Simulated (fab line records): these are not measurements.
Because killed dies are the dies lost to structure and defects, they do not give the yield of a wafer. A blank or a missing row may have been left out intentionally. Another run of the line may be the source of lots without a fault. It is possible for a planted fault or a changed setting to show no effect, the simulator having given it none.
2 desks looking at one fault	flow ritCmos	every desk sees just its own numbers, and what lay behind them comes last

METROLOGY DESK
Lot by lot, what the gauges showed, no matter which tool ran the lot: averages of those sampled wafers that carry a number. The brackets show how far a lot's mean lies from the usual mean; more than 4 standard deviations puts the lot out of limits, marked OUT. Shown here are 7 of its 8 readings, the ones lying furthest out on some lot.
Columns: A = REOX_OXIDE_THK at RIT_REOX_THK_MEAS_04, usual 25.0 nm; B = NLDD_OVL at RIT_NLDD_OVL_MEAS_06, usual -0.7 nm; C = NLDD_TW at RIT_NLDD_TW_MEAS_10, usual 2472; D = PLDD_OVL at RIT_PLDD_OVL_MEAS_06, usual 1.2 nm; E = PLDD_TW at RIT_PLDD_TW_MEAS_10, usual 2349; F = NSD_OVL at RIT_NSD_OVL_MEAS_06, usual 0.5 nm; G = NLDD_RS at RIT_SDANNEAL_RS_MEAS_07, usual 151.8 ohm/sq
lot	first seen here	A	B	C	D	E	F	G
L894	day 3 18:23	24.9	1.0	2505	2.2	2303	2.3	152.5
L895	day 3 21:36	24.2	-0.8	2508	0.2	2364	1.0	152.1
L905	day 6 01:39	24.0	-1.5	2540	3.6	2369	-1.0	150.4
L907	day 6 09:37	25.9	-1.3	2534	2.1	2364	0.5	150.7
L908	day 6 12:07	25.4	-0.8	2487	0.8	2292	1.1	152.6
L909	day 6 21:32	25.0	-1.0	2415	0.1	2358	-0.7	151.6
This desk found nothing out of limits on any of the 6 lots.

FOR THE TOOL OWNER'S DESK: implanter-03
RIT_NLDD_IMPLANT_08, tool's own readings: per-lot mean of the sampled wafers with a number, covering each lot this tool ran. The brackets show how far a lot's mean lies from the usual mean; more than 4 standard deviations puts the lot out of limits, marked OUT.
Columns: A = beamEnergyKeV at RIT_NLDD_IMPLANT_08, usual 19.999; B = doseIonsCm2 at RIT_NLDD_IMPLANT_08, usual 5e+14
lot	first seen here	A	B
L894	day 3 19:36	19.988	5e+14
L905	day 6 02:44	21.575 (+99 or more) OUT	5e+14
L907	day 6 10:57	21.570 (+99 or more) OUT	5e+14
This desk's finding: out of limits on L905, L907; first on L905, day 6 02:44 (beamEnergyKeV at RIT_NLDD_IMPLANT_08). In limits: L894.

PUT TOGETHER
On L905, L907, at day 6 02:44, an alarm was possible from the tool owner's desk.
Nothing out of limits was seen by the metrology desk.
The metrology desk holds a record of L905, L907, inside its limits.
The lots listed all ran RIT_NLDD_IMPLANT_08 on implanter-03.

WHAT THE SIMULATOR PUT IN
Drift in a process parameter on implanter-03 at RIT_NLDD_IMPLANT_08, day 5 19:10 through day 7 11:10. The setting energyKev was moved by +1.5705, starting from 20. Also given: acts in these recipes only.
Shown lots that were struck: L905, L907.
Delay in hours, fault start to first out-of-limits reading, by desk: the tool owner's desk at 8.
